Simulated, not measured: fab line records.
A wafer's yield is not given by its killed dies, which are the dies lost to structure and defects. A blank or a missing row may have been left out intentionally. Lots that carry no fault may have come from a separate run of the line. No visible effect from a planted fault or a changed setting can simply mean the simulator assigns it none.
fab line records ; flow rit-cmos
[record] lots = 6; wafers = 18; last-day = 6
route steps=202 shown GATE@90 REOX@98 NLDD@103 M1@202
lots with no fault: from the same line, run without faults
start-h: hours from the record's opening day to when the first of the lot's shown wafers began ; wait-h: hours from the lot's prior step to this one ; " as in the row above ; L1.1+2: one row covering several wafers at once ; - either no value or no given start ; * or withheld: withheld ; < > ~ a bound
route shown NAME@n: NAME is a module with steps in the file, n the number in the route of the first one ; usual: mean/standard deviation taken from wafers without a fault ; same: alike in all rows ; chamber/n: place in a boat ; sites: per-site readings ; _std_site: standard deviation of those values ; _edge_site: mean of outer sites minus mean of inner sites ; radius-mm: how far each site lies from the wafer's centre ; mask NAME#n: copy n ; behind: tool/chamber where the wafer was last shaped ; hold: why the lot was held/for how many hours/how that ended ; device: the n, p or np transistor that did not switch ; end of line: the route-end tests of the same wafers ; a step with no rows: only its recipe ; killed: dies that structure and defects cost at the first sort, which is not the same as the wafer's yield ; map: shows each die of a wafer: x if killed, . if not, _ if none is there
set.NAME: the run value of the setting; set.NAME@STEP: its run value at that earlier step ; model.NAME: the simulator's own value behind a step, which no gauge read
lots at selected steps of the route; one table per step, one row per wafer
services: when a tool's chamber went out of use (start-h, in hours from the record's first day, below 0 if earlier), for how many hours, and the reason
[[steps]]
[step RIT_GATE_PEB_14]
[recipe] resist = NOVOLAK; temp-c = withheld; time-s = withheld
[step RIT_GATE_DEVELOP_15]
[recipe] resist = NOVOLAK; develop-time-s = 50; dev-temp-c = 23
[step RIT_GATE_CD_MEAS_16]
[recipe] target-cd-nm = 150
[usual] cd-nm = 151.5/2.9
lot.wafer;tool;chamber;start-h;wait-h;cd-nm
L990.1;cd-sem-01;-;76.84;-;150.4
L990.2;cd-sem-01;-;76.84;-;144.5
L990.3;cd-sem-01;-;76.84;-;145.5
L992.3;cd-sem-01;-;88.74;-;153.0
L992.4;cd-sem-01;-;88.74;-;152.0
L992.5;cd-sem-01;-;88.74;-;150.9
L995.2;cd-sem-01;-;107.98;-;152.7
L995.5;cd-sem-01;-;107.98;-;150.6
L995.6;cd-sem-01;-;107.98;-;151.1
L997.2;cd-sem-02;-;114.80;-;154.8
L997.5;cd-sem-02;-;114.80;-;154.4
L997.6;cd-sem-02;-;114.80;-;155.8
L999.1;cd-sem-02;-;121.01;-;156.3
L999.2;cd-sem-02;-;121.01;-;152.4
L999.4;cd-sem-02;-;121.01;-;155.8
L101.1;cd-sem-02;-;132.34;-;152.6
L101.2;cd-sem-02;-;132.34;-;152.2
L101.3;cd-sem-02;-;132.34;-;149.9
[step RIT_GATE_OVL_MEAS_17]
[usual] GATE_OVL = 0.5/1.6
lot.wafer;tool;chamber;start-h;wait-h;GATE_OVL[nm]
L990.1;overlay-01;-;76.96;0.1;0.2
L990.2;overlay-01;-;76.96;0.1;0.0
L990.3;overlay-01;-;76.96;0.1;-0.2
L992.3;overlay-02;-;88.83;0.1;0.7
L992.4;overlay-02;-;88.83;0.1;0.6
L992.5;overlay-02;-;88.83;0.1;1.8
L995.2;overlay-01;-;108.09;0.1;2.0
L995.5;overlay-01;-;108.09;0.1;0.9
L995.6;overlay-01;-;108.09;0.1;3.7
L997.2;overlay-02;-;114.91;0.1;1.2
L997.5;overlay-02;-;114.91;0.1;0.7
L997.6;overlay-02;-;114.91;0.1;2.1
L999.1;overlay-02;-;121.13;0.1;0.7
L999.2;overlay-02;-;121.13;0.1;0.8
L999.4;overlay-02;-;121.13;0.1;0.6
L101.1;overlay-02;-;132.46;0.1;-0.4
L101.2;overlay-02;-;132.46;0.1;-2.3
L101.3;overlay-02;-;132.46;0.1;-1.3
[step RIT_GATE_HARDBAKE_18]
[recipe] resist = NOVOLAK; temp-c = 140; time-s = 60
[step RIT_GATE_ETCH_19]
[recipe] chemistry = SF6/CHF3/O2; time-s = 165; SF6_flow_sccm = 30; CHF3_flow_sccm = 30; O2_flow_sccm = 5; target = poly-Si; pressure-mtorr = 40; rf-w = 160; target-depth-a = 3125; over-etch-frac = 0.25; stop-on = SiO2
[usual] chamber-pressure-mTorr = 40.00/0.039; drypump-motor-current-A = 5.4/0.39; oes-product-au = 0.837/0.013; throttle-valve-pct = 10.21/0.12
lot.wafer;tool;chamber;start-h;wait-h;chamber-pressure-mTorr;drypump-motor-current-A;oes-product-au;rf-hours-counter-h;throttle-valve-pct
L990.1;rie-si-02;3;77.14;0.1;40.01;4.9;0.841;11;10.43
L990.2;rie-si-02;2;77.14;0.1;39.97;6.1;0.858;2;10.08
L990.3;rie-si-02;0;77.14;0.1;40.02;5.6;0.853;59;10.04
L992.3;rie-si-02;3;89.12;0.1;39.99;4.9;0.830;11;10.43
L992.4;rie-si-02;0;89.12;0.1;40.01;5.6;0.850;59;10.03
L992.5;rie-si-02;2;89.12;0.1;39.98;6.0;0.846;-;10.08
L995.2;rie-si-02;1;108.27;0.1;39.93;5.5;0.818;66;10.10
L995.5;rie-si-02;2;108.27;0.1;39.95;6.0;0.852;-;10.10
L995.6;rie-si-02;1;108.27;0.1;40.02;5.5;0.824;-;10.10
L997.2;rie-si-01;3;115.09;0.1;39.95;5.2;0.856;104;10.17
L997.5;rie-si-01;2;115.09;0.1;39.98;4.9;0.815;-;10.29
L997.6;rie-si-01;3;115.09;0.1;40.02;5.2;0.847;-;10.16
L999.1;rie-si-01;0;121.32;0.1;40.01;5.1;0.825;40;10.25
L999.2;rie-si-01;1;121.32;0.1;39.94;5.8;0.841;7;10.27
L999.4;rie-si-01;3;121.32;0.1;40.02;5.2;0.850;105;10.16
L101.1;rie-si-01;2;132.67;0.1;40.01;4.9;0.814;44;10.29
L101.2;rie-si-01;0;132.67;0.1;40.00;5.1;0.824;40;10.26
L101.3;rie-si-01;3;132.67;0.1;39.95;5.2;0.844;105;10.18
[step RIT_GATE_STRIP_20]
[recipe] chemistry = O2; time-s = 180; resist = NOVOLAK; platen-temp-c = withheld; power-w = 500; pressure-mtorr = 4000; o2-flow-sccm = 4000
[usual] chamber-pressure-mTorr = 4000/3.6; drypump-motor-current-A = 6.0/0.47; rf-refl-power-W = 7.4/1.2
lot.wafer;tool;chamber;start-h;wait-h;chamber-pressure-mTorr;drypump-motor-current-A;rf-hours-counter-h;rf-refl-power-W
L990.1;plasma-asher-03;1;77.25;0.1;4003;6.3;44;6.2
L990.2;plasma-asher-03;0;77.25;0.1;4001;5.9;44;6.8
L990.3;plasma-asher-03;0;77.25;0.1;3997;5.9;-;6.7
L992.3;plasma-asher-04;0;89.29;0.1;4002;6.8;-;7.8
L992.4;plasma-asher-04;1;89.29;0.1;3998;5.4;-;8.9
L992.5;plasma-asher-04;0;89.29;0.1;4001;6.8;-;7.8
L995.2;plasma-asher-02;1;108.38;0.1;3997;5.7;47;5.2
L995.5;plasma-asher-02;0;108.38;0.1;4000;6.0;-;7.4
L995.6;plasma-asher-02;1;108.38;0.1;4005;5.7;-;5.2
L997.2;plasma-asher-04;1;115.20;0.1;3997;5.5;34;8.9
L997.5;plasma-asher-04;1;115.20;0.1;4002;5.5;-;9.1
L997.6;plasma-asher-04;0;115.20;0.1;3996;6.8;-;8.0
L999.1;plasma-asher-03;1;121.42;0.1;3997;6.3;50;6.7
L999.2;plasma-asher-03;0;121.42;0.1;4003;5.9;50;6.5
L999.4;plasma-asher-03;0;121.42;0.1;4003;5.9;-;6.6
L101.1;plasma-asher-02;1;132.78;0.1;4002;5.7;51;5.3
L101.2;plasma-asher-02;0;132.78;0.1;4002;5.9;51;8.1
L101.3;plasma-asher-02;1;132.78;0.1;4002;5.7;-;5.2
[step RIT_GATE_CD_MEAS_90]
[recipe] target-cd-nm = 150
[usual] cd-nm = 151.5/2.9
lot.wafer;tool;chamber;start-h;wait-h;cd-nm
L990.1;cd-sem-02;-;77.43;0.1;150.7
L990.2;cd-sem-02;-;77.43;0.1;144.7
L990.3;cd-sem-02;-;77.43;0.1;145.8
L992.3;cd-sem-02;-;89.45;0.1;152.9
L992.4;cd-sem-02;-;89.45;0.1;152.0
L992.5;cd-sem-02;-;89.45;0.1;150.5
L995.2;cd-sem-01;-;108.57;0.1;152.9
L995.5;cd-sem-01;-;108.57;0.1;150.7
L995.6;cd-sem-01;-;108.57;0.1;151.1
L997.2;cd-sem-02;-;115.39;0.1;155.3
L997.5;cd-sem-02;-;115.39;0.1;154.8
L997.6;cd-sem-02;-;115.39;0.1;155.5
L999.1;cd-sem-02;-;121.60;0.1;156.6
L999.2;cd-sem-02;-;121.60;0.1;152.4
L999.4;cd-sem-02;-;121.60;0.1;156.4
L101.1;cd-sem-02;-;132.95;0.1;152.1
L101.2;cd-sem-02;-;132.95;0.1;152.1
L101.3;cd-sem-02;-;132.95;0.1;149.9
[step RIT_REOX_CLEAN_00]
[recipe] chemistry = SC1; mix = 3:3:50; time-s = 600; temp-c = 75
[step RIT_REOX_CLEAN_01]
[recipe] chemistry = dHF; dilution = 50:1; time-s = 30
[step RIT_REOX_CLEAN_02]
[recipe] chemistry = SC2; mix = 3:3:50; time-s = 600; temp-c = 75; dry = n2-spin
[step RIT_REOX_OXIDATION_03]
[recipe] temp-c = 900; ambient = O2; target-thk-a = 252; ox-time-s = 5580
[step RIT_REOX_THK_MEAS_04]
[recipe] reads = SiO2_of_REOX_OXIDATION_03
[usual] REOX_OXIDE_THK = 25.2/0.47
lot.wafer;tool;chamber;start-h;wait-h;REOX_OXIDE_THK[nm]
L990.1;film-metro-04;-;82.04;0.0;28.4
L990.2;film-metro-04;-;82.04;0.0;28.4
L990.3;film-metro-04;-;82.04;0.0;28.3
L992.3;film-metro-04;-;92.53;0.0;29.5
L992.4;film-metro-04;-;92.53;0.0;29.2
L992.5;film-metro-04;-;92.53;0.0;29.4
L995.2;film-metro-01;-;111.71;0.0;24.6
L995.5;film-metro-01;-;111.71;0.0;25.0
L995.6;film-metro-01;-;111.71;0.0;24.4
L997.2;film-metro-02;-;119.61;0.0;25.2
L997.5;film-metro-02;-;119.61;0.0;25.2
L997.6;film-metro-02;-;119.61;0.0;25.4
L999.1;film-metro-02;-;124.65;0.0;25.8
L999.2;film-metro-02;-;124.65;0.0;25.5
L999.4;film-metro-02;-;124.65;0.0;25.4
L101.1;film-metro-01;-;136.02;0.0;25.4
L101.2;film-metro-01;-;136.02;0.0;25.6
L101.3;film-metro-01;-;136.02;0.0;25.3
[step RIT_NLDD_HMDS_00]
[recipe] prime-time-s = 60; prime-temp-c = 140
[step RIT_M1_PROBE_99]
[usual] killed_at_M0_to_M3 = 0.0/0.18; killed-at-contacts = 0.1/0.38; killed-at-front-end = 6.9/2.9; killed-dies = 7.1/3; killed-on-rim = 2.0/1.4; killed-open = 3.5/2.1; killed-short = 3.5/2
[same] gross-dies = 264; killed_at_M4_up = 0; killed-at-back-side = 0; killed-at-other = 0
lot.wafer;tool;chamber;start-h;wait-h;killed_at_M0_to_M3;killed-at-contacts;killed-at-front-end;killed-dies;killed-on-rim;killed-open;killed-short
L990.1;prober-01;-;98.75;0.1;0;0;9;9;2;5;4
L990.2;prober-01;-;98.80;0.1;1;1;6;8;3;6;2
L990.3;prober-01;-;98.85;0.2;0;0;8;8;4;7;1
L992.3;prober-01;-;109.30;0.2;0;0;5;5;0;3;2
L992.4;prober-01;-;109.35;0.2;0;1;5;6;4;2;4
L992.5;prober-01;-;109.40;0.2;0;0;5;5;1;2;3
L995.2;prober-01;-;129.97;0.1;0;0;3;3;1;2;1
L995.5;prober-01;-;130.12;0.2;0;2;9;11;4;4;7
L995.6;prober-01;-;130.17;0.2;0;0;5;5;1;3;2
L997.2;prober-02;-;136.73;0.1;0;0;4;4;0;3;1
L997.5;prober-02;-;136.88;0.2;0;0;10;10;4;5;5
L997.6;prober-02;-;136.93;0.2;0;0;4;4;1;1;3
L999.1;prober-02;-;141.85;0.1;0;1;3;4;1;1;3
L999.2;prober-02;-;141.90;0.1;0;0;5;5;2;4;1
L999.4;prober-02;-;142.00;0.2;0;0;5;5;1;1;4
L101.1;prober-02;-;152.84;0.1;0;0;14;14;6;5;9
L101.2;prober-02;-;152.89;0.1;0;0;10;10;2;6;4
L101.3;prober-02;-;152.94;0.2;0;0;8;8;3;5;3
// killed by level:class
L990.1 GATE:geometric-particle:short=3 FOX2:geometric-particle:open=2 FOX1:geometric-particle:open=1 FOX1:geometric-particle:short=1 GATE:geometric-particle:open=1 REOX:geometric-particle:open=1
L990.2 GATE:geometric-particle:open=3 SPACER:geometric-particle:open=2 GATE:geometric-particle:short=1 CONTACT:geometric-particle:open=1 M1:geometric-particle:short=1
L990.3 GATE:geometric-particle:open=3 FOX2:geometric-particle:open=2 REOX:geometric-particle:open=1 SPACER:geometric-particle:short=1 SILICIDE:geometric-particle:open=1
L992.3 GATE:geometric-particle:open=3 REOX:geometric-particle:short=1 SPACER:geometric-particle:short=1
L992.4 FOX1:geometric-particle:short=1 GATE:geometric-particle:short=1 GATE:geometric-particle:open=1 SPACER:geometric-particle:short=1 SILICIDE:geometric-particle:short=1 CONTACT:geometric-particle:open=1
L992.5 FOX1:geometric-particle:open=1 FOX2:geometric-particle:short=1 GATE:geometric-particle:short=1 GATE:geometric-particle:open=1 SILICIDE:geometric-particle:short=1
L995.2 SPACER:geometric-particle:open=2 SPACER:geometric-particle:short=1
L995.5 GATE:geometric-particle:short=2 GATE:geometric-particle:open=2 ACTIVE:geometric-particle:short=1 FOX2:geometric-particle:short=1 FOX2:geometric-particle:open=1 SPACER:geometric-particle:short=1 SILICIDE:geometric-particle:short=1 CONTACT:geometric-particle:short=1
L995.6 GATE:geometric-particle:open=1 SPACER:geometric-particle:open=1 SPACER:geometric-particle:short=1 SILICIDE:geometric-particle:open=1 SILICIDE:geometric-particle:short=1
L997.2 SILICIDE:geometric-particle:open=2 FOX2:geometric-particle:open=1 SILICIDE:geometric-particle:short=1
L997.5 GATE:geometric-particle:open=4 GATE:geometric-particle:short=2 ACTIVE:geometric-particle:short=1 SPACER:geometric-particle:short=1 SPACER:geometric-particle:open=1 SILICIDE:geometric-particle:short=1
L997.6 FOX1:geometric-particle:short=2 GATE:geometric-particle:short=1 REOX:geometric-particle:open=1
L999.1 GATE:geometric-particle:short=1 REOX:geometric-particle:short=1 SILICIDE:geometric-particle:short=1 CONTACT:geometric-particle:open=1
L999.2 GATE:geometric-particle:open=2 FOX1:geometric-particle:open=1 GATE:geometric-particle:short=1 REOX:geometric-particle:open=1
L999.4 FOX2:geometric-particle:short=1 GATE:geometric-particle:short=1 REOX:geometric-particle:short=1 REOX:geometric-particle:open=1 SPACER:geometric-particle:short=1
L101.1 GATE:geometric-particle:short=4 SPACER:geometric-particle:short=4 REOX:geometric-particle:open=2 SPACER:geometric-particle:open=2 FOX2:geometric-particle:open=1 REOX:geometric-particle:short=1
L101.2 REOX:geometric-particle:short=3 REOX:geometric-particle:open=3 GATE:geometric-particle:open=2 FOX1:geometric-particle:open=1 FOX2:geometric-particle:short=1
L101.3 GATE:geometric-particle:open=4 FOX1:geometric-particle:open=1 FOX1:geometric-particle:short=1 GATE:geometric-particle:short=1 REOX:geometric-particle:short=1
[[services]]
tool;chamber;start-h;hours;kind
plasma-asher-04;-;67.36;4.3;pm
rie-si-01;2;89.48;2.6;repair
rie-si-02;0;125.94;41.4;repair
[[key]]
[first-sign] step = RIT_REOX_THK_MEAS_04; reading = REOX_OXIDE_THK; direction = up; sigmas = 7.7; usual = 25.2; struck = 28.9
effect none on later readings
met-at RIT_REOX_THK_MEAS_04
struck-wafers L990.1,L990.2,L990.3,L992.3,L992.4,L992.5
tester-left-out L990,L992
[fault] kind = metrology-matching-offset; tool = film-metro-04; chamber = -; onset-h = 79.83; steps = RIT_REOX_THK_MEAS_04; param = thk-nm; offset = 3.1726
// tester-left-out: of these lots the tester's yield and bins aren't shown, on N5 and GAA mostly nor the transistor test; their killed dies are dies lost to structure and defects alone, not to doping, threshold or leakage, so they don't give the yield
